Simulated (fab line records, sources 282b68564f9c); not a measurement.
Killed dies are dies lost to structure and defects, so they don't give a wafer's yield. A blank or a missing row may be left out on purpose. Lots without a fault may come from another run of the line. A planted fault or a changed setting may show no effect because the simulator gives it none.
A struck lot beside a sound one | flow rit_cmos | 23 steps out of a route of 202
Sound: wafers L660.1, L660.3, L660.4. Struck: wafers L669.2, L669.3, L669.5. The cause comes at the end.
At each step with rows: each side's tool, then ch and its chambers, then its first start. Under that, the readings that differ: sound wafers | struck wafers | difference of the means | sigmas: that difference in standard deviations of wafers without a fault.
alike: readings whose means differ by less than 2 such deviations, and words and numbers that are the same on both sides. not compared: withheld readings, readings that some wafer has no value for, bounds like >300 that may hide the same value, and numbers for which the record gives no deviation and whose values overlap.
The two part at a step that has a row with sigmas, a row that says differs or no value, or rows on one side only. Numbers that don't overlap but have no deviation are shown without sigmas and don't part them. A reading that every wafer of one side lacks parts them only if that side has two wafers or more.

RIT_SDANNEAL_RS_MEAS_06: measures by four-point-probe.
  sound on film_metro-04, day 5 03:16; struck on film_metro-02, day 7 01:25
  alike: PLDD_RS
RIT_SDANNEAL_RS_MEAS_07: measures by four-point-probe.
  sound on film_metro-04, day 5 03:23; struck on film_metro-02, day 7 01:32
  alike: NLDD_RS
then, 1 step without rows for these wafers: RIT_SILICIDE_WET_ETCH_00 (etches SiO2 in BOE, target depth 14 nm, time 15 s).
RIT_SILICIDE_SPUTTER_01: material Ti, target thk 30 nm, time 240 s.
  sound on pvd_sputter-01, day 5 03:31; struck on pvd_sputter-03, day 7 01:39
  alike: throttle_valve_pct
RIT_SILICIDE_RS_MEAS_02: measures by four-point-probe.
  sound on film_metro-01, day 5 03:41; struck on film_metro-04, day 7 01:49
  alike: SILICIDE_TI_RS
RIT_SILICIDE_THK_MEAS_03: measures by xrf.
  sound on film_metro-01, day 5 03:48; struck on film_metro-04, day 7 01:56
  alike: SILICIDE_TI_THK
RIT_SILICIDE_RTA_04: time 10 s, ramp up 5 s, ramp down 5 s.
  sound on rtp_anneal-01 ch 0, day 5 03:52; struck on rtp_anneal-02 ch 0, day 7 01:59
  alike: wafer_temp_C_max
then, 1 step without rows for these wafers: RIT_SILICIDE_WET_ETCH_05 (etches Ti in SPM, time 120 s).
RIT_SILICIDE_RTA_06: time 10 s, ramp up 5 s, ramp down 10 s.
  sound on rtp_anneal-02 ch 0, day 5 04:02; struck on rtp_anneal-01 ch 0, day 7 02:07
  alike: wafer_temp_C_max
RIT_CONTACT_CVD_00: deposits SiO2 from TEOS, target thk 400 nm, time 61 s.
  sound on pecvd-04 ch 0,1,2, day 5 04:06; struck on pecvd-04 ch 0,1, day 7 02:10
  alike: heater_power_w
  not compared: since_wet_clean_h
RIT_CONTACT_THK_MEAS_01:
  sound on film_metro-02, day 5 04:09; struck on film_metro-02, day 7 02:13
  alike: CONTACT_TEOS_THK
then, 1 step without rows for these wafers: RIT_CONTACT_HMDS_02 (prime time 60 s).
RIT_CONTACT_COAT_03: resist thk 1000 nm.
  sound on litho_track-04 ch 0, day 5 04:22; struck on litho_track-04 ch 0, day 7 02:27
  reading                                      | sound                | struck               | difference | sigmas
  spin_speed_rpm (rpm)                         | 3248.9 3249.4 3249.3 | 3487.3 3489.2 3489.0 | +239.3     | +99 or more
  model.NOVOLAK_of_CONTACT_COAT_03.thk_nm (nm) | 992.8 996.1 995.7    | 960.2 959.2 960.5    | -34.9      |
  alike: dispense_pressure_kPa
then, 4 steps without rows for these wafers: RIT_CONTACT_SOFTBAKE_04 (time 60 s); RIT_CONTACT_EXPOSE_05 (exposes mask M11, target cd 1000 nm); RIT_CONTACT_PEB_06; RIT_CONTACT_DEVELOP_07 (develop time 120 s).
RIT_CONTACT_CD_MEAS_08: target cd 1000 nm.
  sound on cd_sem-02, day 5 05:20; struck on cd_sem-01, day 7 03:23
  reading    | sound             | struck               | difference | sigmas
  cd_nm (nm) | 999.1 999.0 998.4 | 1005.8 1004.9 1002.2 | +5.5       | +3
RIT_CONTACT_OVL_MEAS_09:
  sound on overlay-01, day 5 05:27; struck on overlay-02, day 7 03:29
  alike: CONTACT_OVL
then, 1 step without rows for these wafers: RIT_CONTACT_HARDBAKE_10 (time 60 s).
RIT_CONTACT_ETCH_11: etches SiO2 in CHF3/CF4/Ar, stops on TiSi2, target depth 480 nm, time 320 s.
  sound on rie_diel-03 ch 0,2,3, day 5 05:40; struck on rie_diel-04 ch 1,3, day 7 03:40
  reading                                      | sound             | struck            | difference | sigmas
  model.NOVOLAK_of_CONTACT_COAT_03.thk_nm (nm) | 760.6 765.3 764.3 | 731.3 734.4 735.8 | -29.6      |
  alike: drypump_motor_current_A, oes_product_au, throttle_valve_pct
  not compared: rf_hours_counter_h
RIT_CONTACT_STRIP_12: strips in O2, time 180 s.
  sound on plasma_asher-01 ch 0,1, day 5 05:52; struck on plasma_asher-02 ch 0,1, day 7 03:52
  alike: drypump_motor_current_A
  not compared: rf_hours_counter_h
then, 1 step without rows for these wafers: RIT_M1_PROBE_99.

WHERE THEY PART
First at RIT_CONTACT_COAT_03; last, within this record, at RIT_CONTACT_CD_MEAS_08. Later steps at which nothing parts them and some readings are alike: RIT_CONTACT_OVL_MEAS_09, RIT_CONTACT_ETCH_11, RIT_CONTACT_STRIP_12.

WHY: what the simulator had put in
Process parameter drift: litho_track-04, from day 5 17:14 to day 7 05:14, at RIT_CONTACT_COAT_03. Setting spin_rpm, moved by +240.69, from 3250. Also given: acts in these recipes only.
